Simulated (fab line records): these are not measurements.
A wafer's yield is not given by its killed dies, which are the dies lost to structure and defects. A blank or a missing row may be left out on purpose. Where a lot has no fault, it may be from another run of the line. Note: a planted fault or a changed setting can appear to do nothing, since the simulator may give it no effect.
fab line records || flow berkeley_cmos170
record: {"lots": 13, "wafers": 39, "last_day": 13}
route steps=331 shown CONTACT@234
lots with no fault: from the same line, run without faults
start_h: hours from the record's opening day to when the first of the lot's shown wafers began || wait_h: hours since the lot's step before || " as in the row above || L1.1+2: one row covering several wafers at once || - no value, or no start given || * or withheld: withheld || < > ~ a bound
route shown NAME@n: names a module that has steps shown in the file, with the first one's number in the route || usual: average and standard deviation across the fault-free wafers || same: alike in all rows || chamber/n: place in a boat || sites: per-site readings || _std_site: how widely they spread, as a standard deviation || _edge_site: outer sites' mean less inner sites' || radius_mm: how far each site lies from the wafer's centre || mask NAME#n: copy n || behind: the tool/chamber that last shaped the wafer || hold: reason for holding the lot/hours on hold/outcome of the hold || device: names the non-switching transistor (n, p or np) || end of line: the tests these same wafers got at the end of their route || step lacking rows: just its recipe || killed: the dies lost at the first sort to structure and to defects; this is not the yield of the wafer || map: shows each die of a wafer: x if killed, . if not, _ if none is there
set.NAME: the setting as run; set.NAME@STEP: as run at that earlier step || model.NAME: the simulator's own value behind a step, which no gauge read
one table for each step of the route and one row for each wafer, over a sample of lots
services: a tool's chamber out of use, with start hour (start_h, from the record's first day; less than 0 if before it), hours out, and reason
== steps ==
step: UCB170_CONTACT_ETCH_18
recipe: {"chemistry": "CHF3/CF4/Ar", "target": "PSG", "stop_on": "TiSi2", "CHF3_flow_sccm": 45, "cf4_flow_sccm": 15, "Ar_flow_sccm": 150, "pressure_mtorr": 200, "rf_w": 700, "target_depth_a": 8400, "over_etch_frac": 0.2, "time_s": 195}
usual: {"drypump_motor_current_A": "5.78/0.27", "oes_product_au": "0.897/0.011", "rf_fwd_power_W": "697.4/2.4", "throttle_valve_pct": "6.93/0.13"}
{"lot.wafer": "L734.1", "tool": "rie_diel-04", "chamber": 2, "start_h": 170, "wait_h": "-", "drypump_motor_current_A": 5.41, "oes_product_au": 0.925, "rf_fwd_power_W": 696.7, "rf_hours_counter_h": 98, "throttle_valve_pct": 6.80}
{"lot.wafer": "L734.2", "tool": "rie_diel-04", "chamber": 0, "start_h": 170, "wait_h": "-", "drypump_motor_current_A": 5.90, "oes_product_au": 0.891, "rf_fwd_power_W": 697.3, "rf_hours_counter_h": 24, "throttle_valve_pct": 6.72}
{"lot.wafer": "L734.5", "tool": "rie_diel-04", "chamber": 0, "start_h": 170, "wait_h": "-", "drypump_motor_current_A": 5.89, "oes_product_au": 0.884, "rf_fwd_power_W": 695.6, "rf_hours_counter_h": "-", "throttle_valve_pct": 6.71}
{"lot.wafer": "L736.2", "tool": "rie_diel-04", "chamber": 0, "start_h": 176, "wait_h": "-", "drypump_motor_current_A": 5.94, "oes_product_au": 0.892, "rf_fwd_power_W": 698.2, "rf_hours_counter_h": 25, "throttle_valve_pct": 6.73}
{"lot.wafer": "L736.3", "tool": "rie_diel-04", "chamber": 3, "start_h": 176, "wait_h": "-", "drypump_motor_current_A": 5.69, "oes_product_au": 0.901, "rf_fwd_power_W": 701.8, "rf_hours_counter_h": 7, "throttle_valve_pct": 7.09}
{"lot.wafer": "L736.6", "tool": "rie_diel-04", "chamber": 2, "start_h": 176, "wait_h": "-", "drypump_motor_current_A": 5.43, "oes_product_au": 0.913, "rf_fwd_power_W": 700.0, "rf_hours_counter_h": "-", "throttle_valve_pct": 6.77}
{"lot.wafer": "L737.1", "tool": "rie_diel-01", "chamber": 1, "start_h": 191, "wait_h": "-", "drypump_motor_current_A": 5.81, "oes_product_au": 0.884, "rf_fwd_power_W": 696.0, "rf_hours_counter_h": 20, "throttle_valve_pct": 7.08}
{"lot.wafer": "L737.2", "tool": "rie_diel-01", "chamber": 0, "start_h": 191, "wait_h": "-", "drypump_motor_current_A": 6.07, "oes_product_au": 0.900, "rf_fwd_power_W": 696.8, "rf_hours_counter_h": 111, "throttle_valve_pct": 6.93}
{"lot.wafer": "L737.4", "tool": "rie_diel-01", "chamber": 2, "start_h": 191, "wait_h": "-", "drypump_motor_current_A": 5.78, "oes_product_au": 0.887, "rf_fwd_power_W": 698.6, "rf_hours_counter_h": 145, "throttle_valve_pct": 7.03}
{"lot.wafer": "L740.1", "tool": "rie_diel-03", "chamber": 0, "start_h": 195, "wait_h": "-", "drypump_motor_current_A": 6.42, "oes_product_au": 0.895, "rf_fwd_power_W": 697.9, "rf_hours_counter_h": 113, "throttle_valve_pct": 7.08}
{"lot.wafer": "L740.3", "tool": "rie_diel-03", "chamber": 3, "start_h": 195, "wait_h": "-", "drypump_motor_current_A": 5.85, "oes_product_au": 0.906, "rf_fwd_power_W": 698.8, "rf_hours_counter_h": 110, "throttle_valve_pct": 7.02}
{"lot.wafer": "L740.5", "tool": "rie_diel-03", "chamber": 1, "start_h": 196, "wait_h": "-", "drypump_motor_current_A": 5.71, "oes_product_au": 0.893, "rf_fwd_power_W": 694.9, "rf_hours_counter_h": "-", "throttle_valve_pct": 6.96}
{"lot.wafer": "L743.2", "tool": "rie_diel-04", "chamber": 3, "start_h": 211, "wait_h": "-", "drypump_motor_current_A": 5.70, "oes_product_au": 0.895, "rf_fwd_power_W": 699.2, "rf_hours_counter_h": 9, "throttle_valve_pct": 7.11}
{"lot.wafer": "L743.3", "tool": "rie_diel-04", "chamber": 0, "start_h": 211, "wait_h": "-", "drypump_motor_current_A": 5.89, "oes_product_au": 0.882, "rf_fwd_power_W": 698.9, "rf_hours_counter_h": 27, "throttle_valve_pct": 6.73}
{"lot.wafer": "L743.5", "tool": "rie_diel-04", "chamber": 3, "start_h": 211, "wait_h": "-", "drypump_motor_current_A": 5.66, "oes_product_au": 0.896, "rf_fwd_power_W": 697.7, "rf_hours_counter_h": "-", "throttle_valve_pct": 7.10}
{"lot.wafer": "L742.1", "tool": "rie_diel-03", "chamber": 3, "start_h": 211, "wait_h": "-", "drypump_motor_current_A": 5.82, "oes_product_au": 0.916, "rf_fwd_power_W": 696.5, "rf_hours_counter_h": 111, "throttle_valve_pct": 7.01}
{"lot.wafer": "L742.3", "tool": "rie_diel-03", "chamber": 2, "start_h": 211, "wait_h": "-", "drypump_motor_current_A": 6.19, "oes_product_au": 0.912, "rf_fwd_power_W": 697.1, "rf_hours_counter_h": 111, "throttle_valve_pct": 6.69}
{"lot.wafer": "L742.4", "tool": "rie_diel-03", "chamber": 0, "start_h": 211, "wait_h": "-", "drypump_motor_current_A": 6.43, "oes_product_au": 0.894, "rf_fwd_power_W": 696.1, "rf_hours_counter_h": 114, "throttle_valve_pct": 7.08}
{"lot.wafer": "L748.2", "tool": "rie_diel-03", "chamber": 3, "start_h": 235, "wait_h": "-", "drypump_motor_current_A": 5.82, "oes_product_au": 0.898, "rf_fwd_power_W": 693.8, "rf_hours_counter_h": 113, "throttle_valve_pct": 7.00}
{"lot.wafer": "L748.3", "tool": "rie_diel-03", "chamber": 2, "start_h": 235, "wait_h": "-", "drypump_motor_current_A": 6.24, "oes_product_au": 0.909, "rf_fwd_power_W": 805.8, "rf_hours_counter_h": 113, "throttle_valve_pct": 6.67}
{"lot.wafer": "L748.5", "tool": "rie_diel-03", "chamber": 3, "start_h": 235, "wait_h": "-", "drypump_motor_current_A": 5.84, "oes_product_au": 0.897, "rf_fwd_power_W": 696.0, "rf_hours_counter_h": "-", "throttle_valve_pct": 7.02}
{"lot.wafer": "L750.3", "tool": "rie_diel-04", "chamber": 0, "start_h": 247, "wait_h": "-", "drypump_motor_current_A": 5.92, "oes_product_au": 0.885, "rf_fwd_power_W": 693.5, "rf_hours_counter_h": 28, "throttle_valve_pct": 6.73}
{"lot.wafer": "L750.4", "tool": "rie_diel-04", "chamber": 1, "start_h": 247, "wait_h": "-", "drypump_motor_current_A": 5.72, "oes_product_au": 0.893, "rf_fwd_power_W": 700.4, "rf_hours_counter_h": 31, "throttle_valve_pct": 6.90}
{"lot.wafer": "L750.5", "tool": "rie_diel-04", "chamber": 2, "start_h": 247, "wait_h": "-", "drypump_motor_current_A": 5.41, "oes_product_au": 0.919, "rf_fwd_power_W": 700.1, "rf_hours_counter_h": "-", "throttle_valve_pct": 6.78}
{"lot.wafer": "L752.3", "tool": "rie_diel-01", "chamber": 2, "start_h": 247, "wait_h": "-", "drypump_motor_current_A": 5.79, "oes_product_au": 0.909, "rf_fwd_power_W": 698.2, "rf_hours_counter_h": 1, "throttle_valve_pct": 7.03}
{"lot.wafer": "L752.5", "tool": "rie_diel-01", "chamber": 2, "start_h": 247, "wait_h": "-", "drypump_motor_current_A": 5.77, "oes_product_au": 0.911, "rf_fwd_power_W": 696.0, "rf_hours_counter_h": "-", "throttle_valve_pct": 7.04}
{"lot.wafer": "L752.6", "tool": "rie_diel-01", "chamber": 3, "start_h": 247, "wait_h": "-", "drypump_motor_current_A": 5.42, "oes_product_au": 0.905, "rf_fwd_power_W": 702.5, "rf_hours_counter_h": "-", "throttle_valve_pct": 6.94}
{"lot.wafer": "L751.1", "tool": "rie_diel-04", "chamber": 1, "start_h": 247, "wait_h": "-", "drypump_motor_current_A": 5.73, "oes_product_au": 0.889, "rf_fwd_power_W": 700.0, "rf_hours_counter_h": 32, "throttle_valve_pct": 6.88}
{"lot.wafer": "L751.3", "tool": "rie_diel-04", "chamber": 2, "start_h": 247, "wait_h": "-", "drypump_motor_current_A": 5.43, "oes_product_au": 0.910, "rf_fwd_power_W": 699.0, "rf_hours_counter_h": 101, "throttle_valve_pct": 6.78}
{"lot.wafer": "L751.6", "tool": "rie_diel-04", "chamber": 3, "start_h": 247, "wait_h": "-", "drypump_motor_current_A": 5.73, "oes_product_au": 0.894, "rf_fwd_power_W": 696.1, "rf_hours_counter_h": "-", "throttle_valve_pct": 7.12}
{"lot.wafer": "L753.1", "tool": "rie_diel-04", "chamber": 2, "start_h": 248, "wait_h": "-", "drypump_motor_current_A": 5.38, "oes_product_au": 0.911, "rf_fwd_power_W": 697.4, "rf_hours_counter_h": 102, "throttle_valve_pct": 6.77}
{"lot.wafer": "L753.2", "tool": "rie_diel-04", "chamber": 3, "start_h": 248, "wait_h": "-", "drypump_motor_current_A": 5.66, "oes_product_au": 0.893, "rf_fwd_power_W": 697.9, "rf_hours_counter_h": 11, "throttle_valve_pct": 7.10}
{"lot.wafer": "L753.3", "tool": "rie_diel-04", "chamber": 1, "start_h": 248, "wait_h": "-", "drypump_motor_current_A": 5.73, "oes_product_au": 0.902, "rf_fwd_power_W": 697.8, "rf_hours_counter_h": 32, "throttle_valve_pct": 6.89}
{"lot.wafer": "L756.1", "tool": "rie_diel-01", "chamber": 2, "start_h": 270, "wait_h": "-", "drypump_motor_current_A": 5.77, "oes_product_au": 0.895, "rf_fwd_power_W": 700.6, "rf_hours_counter_h": 2, "throttle_valve_pct": 7.01}
{"lot.wafer": "L756.4", "tool": "rie_diel-01", "chamber": 2, "start_h": 270, "wait_h": "-", "drypump_motor_current_A": 5.76, "oes_product_au": 0.892, "rf_fwd_power_W": 696.9, "rf_hours_counter_h": "-", "throttle_valve_pct": 7.01}
{"lot.wafer": "L756.5", "tool": "rie_diel-01", "chamber": 3, "start_h": 270, "wait_h": "-", "drypump_motor_current_A": 5.45, "oes_product_au": 0.899, "rf_fwd_power_W": 700.0, "rf_hours_counter_h": "-", "throttle_valve_pct": 6.93}
{"lot.wafer": "L757.1", "tool": "rie_diel-01", "chamber": 2, "start_h": 283, "wait_h": "-", "drypump_motor_current_A": 5.77, "oes_product_au": 0.908, "rf_fwd_power_W": 694.2, "rf_hours_counter_h": 2, "throttle_valve_pct": 7.01}
{"lot.wafer": "L757.3", "tool": "rie_diel-01", "chamber": 1, "start_h": 283, "wait_h": "-", "drypump_motor_current_A": 5.80, "oes_product_au": 0.882, "rf_fwd_power_W": 698.1, "rf_hours_counter_h": 25, "throttle_valve_pct": 7.08}
{"lot.wafer": "L757.4", "tool": "rie_diel-01", "chamber": 0, "start_h": 283, "wait_h": "-", "drypump_motor_current_A": 6.05, "oes_product_au": 0.886, "rf_fwd_power_W": 699.0, "rf_hours_counter_h": 115, "throttle_valve_pct": 6.92}
== services ==
{"tool": "rie_diel-03", "chamber": 1, "start_h": 153.53, "hours": 7.9, "kind": "repair"}
{"tool": "rie_diel-03", "chamber": 2, "start_h": 161.19, "hours": 4.4, "kind": "repair"}
{"tool": "rie_diel-03", "chamber": 0, "start_h": 177.68, "hours": 6.7, "kind": "repair"}
{"tool": "rie_diel-03", "chamber": "-", "start_h": 208.42, "hours": 0.4, "kind": "repair"}
{"tool": "rie_diel-01", "chamber": 2, "start_h": 209.12, "hours": "-", "kind": "clean"}
{"tool": "rie_diel-01", "chamber": 2, "start_h": 209.12, "hours": 21.4, "kind": "scheduled_down"}
{"tool": "rie_diel-01", "chamber": 2, "start_h": 209.12, "hours": 21.4, "kind": "vent_cycle"}
{"tool": "rie_diel-03", "chamber": "-", "start_h": 247.09, "hours": 2.8, "kind": "pm"}
{"tool": "rie_diel-04", "chamber": 0, "start_h": 247.51, "hours": 1.5, "kind": "repair"}
{"tool": "rie_diel-01", "chamber": 0, "start_h": 268.56, "hours": 10.6, "kind": "repair"}
== key ==
first_sign: {"step": "UCB170_CONTACT_ETCH_18", "reading": "rf_fwd_power_W", "direction": "up", "sigmas": 45, "usual": 697.4, "struck": 805.8}
effect none on later readings
met_at UCB170_CONTACT_ETCH_18
struck_lots L748
struck_wafers L748.3
tester_left_out L748
onset_between 211 235
fault: {"kind": "process_parameter_drift", "tool": "rie_diel-03", "chamber": 2, "onset_h": 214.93, "steps": "UCB170_CONTACT_ETCH_18", "channel": "rf_w", "offset": 112, "shape": "step", "end_h": 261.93, "acts_in": "these_recipes_only", "stated": 700}
tester_left_out: of these lots the tester's yield and bins aren't shown, on N5 and GAA mostly nor the transistor test; their killed dies are dies lost to structure and defects alone, not to doping, threshold or leakage, so they don't give the yield
